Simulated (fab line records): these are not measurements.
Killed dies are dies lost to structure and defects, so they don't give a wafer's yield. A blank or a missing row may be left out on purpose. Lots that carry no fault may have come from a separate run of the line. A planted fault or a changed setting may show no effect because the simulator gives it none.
Matching of chambers | flow berkeley_cmos170 | UCB170_CONTACT_ETCH_17 on rie_diel-04: 4 sister chambers
The step etches BARC in N2/H2. 4 wafers are shown with their chamber, then 7 later ones without.

EACH WAFER AND ITS CHAMBER
wafer  | chamber | throttle_valve_pct (%)
L183.6 | 3       | 13.48
L184.4 | 2       | 13.44
L187.1 | 1       | 13.27
L187.4 | 0       | 13.31

WAFERS WHOSE CHAMBER IS MISSING
wafer  | throttle_valve_pct (%)
L187.6 | 13.40
L189.2 | 13.28
L189.3 | 13.43
L189.6 | 13.47
L199.3 | 13.28
L199.4 | 13.31
L199.6 | 13.28

WHICH CHAMBER EACH ONE RAN IN
wafer  | from the rows above     | in truth
L187.6 | 2                       | 2
L189.2 | can't be placed: 1 or 0 | 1
L189.3 | 2                       | 2
L189.6 | can't be placed: 3 or 2 | 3
L199.3 | can't be placed: 1 or 0 | 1
L199.4 | 0                       | 0
L199.6 | can't be placed: 1 or 0 | 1
3 of 7 placed correctly. From these rows, 4 cannot be placed; in 4 the true chamber is one of the candidates. Number placed wrongly: 0.
How it was worked out, from the rows above alone: a wafer's distance from a chamber is the root of the sum, over the readings, of the square of ((its reading less the chamber's mean) divided by the reading's scatter). The wafer belongs to the nearest chamber; if the next one is less than 2 further off, it can't be placed. The mean given for a chamber averages the wafers shown for that chamber. The scatter: root of mean squared gap, hidden wafer to nearest shown wafer, with one shown wafer a chamber.
